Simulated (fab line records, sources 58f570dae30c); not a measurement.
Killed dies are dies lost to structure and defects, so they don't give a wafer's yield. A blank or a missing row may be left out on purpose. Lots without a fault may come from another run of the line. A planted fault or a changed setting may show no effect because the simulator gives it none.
Tool commonality check | flow berkeley_cmos170 | 12 lots, 36 wafers sampled

WHY IT WAS OPENED
At UCB170_PLDD_OVL_MEAS_07 the reading PLDD_OVL is flagged on 2 of 12 lots. Wafers without a fault read -1 nm, standard deviation 7.
Rule: a lot is flagged when every wafer of it that has a number lies more than 4 standard deviations from that mean, or none has a number. The other lots count as sound.

lot  | measured     | on         | PLDD_OVL (nm), wafer by wafer | flag
L953 | day 7 02:53  | overlay-01 | -4 -11 -15                    |
L954 | day 7 03:28  | overlay-01 | 11 15 11                      |
L952 | day 7 03:43  | overlay-02 | -1 2 2                        |
L951 | day 7 03:59  | overlay-01 | -9 -4 1                       |
L955 | day 7 12:38  | overlay-02 | 2 4 -2                        |
L965 | day 9 11:55  | overlay-02 | -3 -4 6                       |
L966 | day 9 12:10  | overlay-02 | -1 -4 -2                      |
L963 | day 9 12:18  | overlay-02 | 321 321 320                   | FLAGGED
L962 | day 9 20:12  | overlay-02 | 317 313 324                   | FLAGGED
L968 | day 9 20:42  | overlay-02 | -11 -10 -11                   |
L970 | day 10 01:46 | overlay-02 | -5 -16 -12                    |
L973 | day 11 03:40 | overlay-01 | -3 1 1                        |
The numbers of the flagged lots are 319 nm on average: +320 nm against the usual, or +46 standard deviations.

WHICH TOOL RAN EACH LOT
The record holds 2 process steps before the reading, out of a route of 331 steps. In each cell: the tool, then ch and the chambers that the sampled wafers went through, then the start.
lot  | flag    | UCB170_PVT_STRIP_08                  | UCB170_PLDD_EXPOSE_03
L953 |         | plasma_asher-03 ch 0,1, day 6 12:20  | krf_scanner-02 ch 0, day 7 01:29
L954 |         | plasma_asher-02 ch 0,1, day 6 14:05  | krf_scanner-01 ch 0, day 7 02:13
L952 |         | plasma_asher-01 ch 0,1, day 6 13:04  | krf_scanner-02 ch 0, day 7 02:29
L951 |         | plasma_asher-01 ch 0, day 6 13:47    | krf_scanner-02 ch 0, day 7 02:34
L955 |         | plasma_asher-02 ch 0,1, day 6 23:25  | krf_scanner-02 ch 0, day 7 12:08
L965 |         | plasma_asher-01 ch 0,1, day 8 09:46  | krf_scanner-02 ch 0, day 9 10:55
L966 |         | plasma_asher-02 ch 0,1, day 8 08:38  | krf_scanner-02 ch 0, day 9 11:03
L963 | FLAGGED | plasma_asher-02 ch 0,1, day 8 10:01  | krf_scanner-01 ch 0, day 9 11:30
L962 | FLAGGED | plasma_asher-02 ch 0, day 9 03:26    | krf_scanner-01 ch 0, day 9 19:38
L968 |         | plasma_asher-02 ch 0,1, day 9 04:06  | krf_scanner-02 ch 0, day 9 20:11
L970 |         | plasma_asher-02 ch 0,1, day 9 09:52  | krf_scanner-02 ch 0, day 10 01:13
L973 |         | plasma_asher-02 ch 0,1, day 10 16:17 | krf_scanner-02 ch 0, day 11 03:09
What these steps do:
- UCB170_PVT_STRIP_08: strips in O2.
- UCB170_PLDD_EXPOSE_03: exposes mask PSELECT, target cd 1200 nm.
- UCB170_PLDD_OVL_MEAS_07

FLAGGED OVER TOTAL, TOOL BY TOOL (the gauges that took the reading come last)
step                    | tool            | lots run | flagged | share of the flagged lots | sound lots run after its first flagged lot
UCB170_PVT_STRIP_08     | plasma_asher-01 | 3        | 0       | none                      | -
UCB170_PVT_STRIP_08     | plasma_asher-02 | 8        | 2       | all                       | 3 (L968,L970,L973)
UCB170_PVT_STRIP_08     | plasma_asher-03 | 1        | 0       | none                      | -
UCB170_PLDD_EXPOSE_03   | krf_scanner-01  | 3        | 2       | all                       | 0
UCB170_PLDD_EXPOSE_03   | krf_scanner-02  | 9        | 0       | none                      | -
UCB170_PLDD_OVL_MEAS_07 | overlay-01      | 4        | 0       | none                      | -
UCB170_PLDD_OVL_MEAS_07 | overlay-02      | 8        | 2       | all                       | 2 (L968,L970)

WHAT THE TABLE ALLOWS
3 rows of the table ran every flagged lot: plasma_asher-02 at UCB170_PVT_STRIP_08, krf_scanner-01 at UCB170_PLDD_EXPOSE_03, overlay-02 at UCB170_PLDD_OVL_MEAS_07.
- plasma_asher-02 at UCB170_PVT_STRIP_08: 2 of its 8 lots flagged. Sound lots ran on it after the first flagged one (L968, L970, L973), which a lasting fault on the whole tool wouldn't allow.
- krf_scanner-01 at UCB170_PLDD_EXPOSE_03: 2 of its 3 lots flagged. Its last sound lot is L954 (day 7 02:13), its first flagged lot L963 (day 9 11:30): a fault that began between those two fits.
- overlay-02 at UCB170_PLDD_OVL_MEAS_07: 2 of its 8 lots flagged. Sound lots ran on it after the first flagged one (L968, L970), which a lasting fault on the whole tool wouldn't allow.
One tool is left: krf_scanner-01 at UCB170_PLDD_EXPOSE_03.

WHAT THE SIMULATOR HAD PUT IN
Scanner matching overlay: krf_scanner-01, from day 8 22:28 on, at UCB170_PLDD_EXPOSE_03. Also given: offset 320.
Lots struck among those shown: L963, L962. The rule above found the same.
